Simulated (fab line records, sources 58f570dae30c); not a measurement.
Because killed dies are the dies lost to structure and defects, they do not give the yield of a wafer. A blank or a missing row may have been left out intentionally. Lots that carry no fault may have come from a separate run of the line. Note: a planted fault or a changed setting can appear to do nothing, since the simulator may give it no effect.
Tool commonality check | flow berkeley-cmos170 | Lots sampled 15, wafers sampled 45

== WHY THIS WAS OPENED ==
3 of 15 lots carry a flag on the reading FIELD_OXIDE_THK at UCB170_FIELD_THK_MEAS_02. Wafers without a fault read 557 nm, standard deviation 8.8.
Rule: a lot is flagged when every wafer of it that has a number lies more than 4 standard deviations from that mean, or none has a number. The rest of the lots are taken to be sound.

lot  | measured     | on            | FIELD_OXIDE_THK (nm), wafer by wafer | flag
L543 | day 5 15:55  | film-metro-01 | 550 561 549                          |
L545 | day 6 03:34  | film-metro-02 | 558 549 551                          |
L546 | day 6 11:29  | film-metro-02 | 545 548 543                          |
L547 | day 6 11:32  | film-metro-02 | 531 542 549                          |
L549 | day 6 21:20  | film-metro-03 | 551 552 549                          |
L551 | day 7 08:56  | film-metro-03 | 555 551 557                          |
L552 | day 7 08:56  | film-metro-01 | 564 562 568                          |
L554 | day 7 23:28  | film-metro-02 | 670 671 669                          | FLAGGED
L553 | day 7 23:29  | film-metro-01 | 680 674 680                          | FLAGGED
L555 | day 8 08:28  | film-metro-01 | 673 679 674                          | FLAGGED
L560 | day 9 04:16  | film-metro-02 | 558 565 558                          |
L562 | day 9 13:24  | film-metro-02 | 559 550 558                          |
L563 | day 9 13:25  | film-metro-01 | 557 556 559                          |
L565 | day 10 06:15 | film-metro-01 | 559 566 566                          |
L564 | day 10 06:16 | film-metro-02 | 566 567 571                          |
The numbers of the flagged lots are 674 nm on average: +117 nm against the usual, or +13 standard deviations.

== LOT BY LOT: THE TOOL USED ==
The record keeps 1 process step preceding the reading, out of 331 steps on the route. Read each cell as the tool, then ch plus the chambers that the sampled wafers visited, then the start.
lot  | flag    | UCB170_FIELD_OXIDATION_01
L543 |         | furnace-01 ch 0, day 5 12:55
L545 |         | furnace-02 ch 0, day 6 00:31
L546 |         | furnace-04 ch 0, day 6 08:28
L547 |         | furnace-04 ch 0, day 6 08:28
L549 |         | furnace-04 ch 0, day 6 18:19
L551 |         | furnace-01 ch 0, day 7 05:55
L552 |         | furnace-01 ch 0, day 7 05:55
L554 | FLAGGED | furnace-04 ch 0, day 7 20:28
L553 | FLAGGED | furnace-04 ch 0, day 7 20:28
L555 | FLAGGED | furnace-04 ch 0, day 8 05:28
L560 |         | furnace-01 ch 0, day 9 01:12
L562 |         | furnace-02 ch 0, day 9 10:24
L563 |         | furnace-02 ch 0, day 9 10:24
L565 |         | furnace-02 ch 0, day 10 03:15
L564 |         | furnace-02 ch 0, day 10 03:15
What these steps do:
- UCB170_FIELD_OXIDATION_01: target thk 558.3 nm, ox time 7200 s.
- UCB170_FIELD_THK_MEAS_02

== FLAGGED OVER TOTAL, TOOL BY TOOL (the gauges that took the reading come last) ==
step                      | tool          | lots run | flagged | share of the flagged lots | sound lots run after its first flagged lot
UCB170_FIELD_OXIDATION_01 | furnace-01    | 4        | 0       | none                      | -
UCB170_FIELD_OXIDATION_01 | furnace-02    | 5        | 0       | none                      | -
UCB170_FIELD_OXIDATION_01 | furnace-04    | 6        | 3       | all                       | 0
UCB170_FIELD_THK_MEAS_02  | film-metro-01 | 6        | 2       | some                      | 2 (L563,L565)
UCB170_FIELD_THK_MEAS_02  | film-metro-02 | 7        | 1       | some                      | 3 (L560,L562,L564)
UCB170_FIELD_THK_MEAS_02  | film-metro-03 | 2        | 0       | none                      | -

== WHAT THE TABLE PERMITS ==
In the table, 1 row covers all flagged lots: furnace-04 at UCB170_FIELD_OXIDATION_01.
- furnace-04 at UCB170_FIELD_OXIDATION_01: 3 of its 6 lots flagged. A fault beginning between L549 (day 6 18:19), its last sound lot, and L553 (day 7 20:28), its first flagged one, fits the data.
What remains is a single tool, furnace-04 at UCB170_FIELD_OXIDATION_01.

== WHAT THE SIMULATOR HAD INSERTED ==
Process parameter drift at UCB170_FIELD_OXIDATION_01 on furnace-04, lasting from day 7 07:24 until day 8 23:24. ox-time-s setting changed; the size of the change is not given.
Struck lots among those shown: L554, L553, L555. Same finding as the rule above.
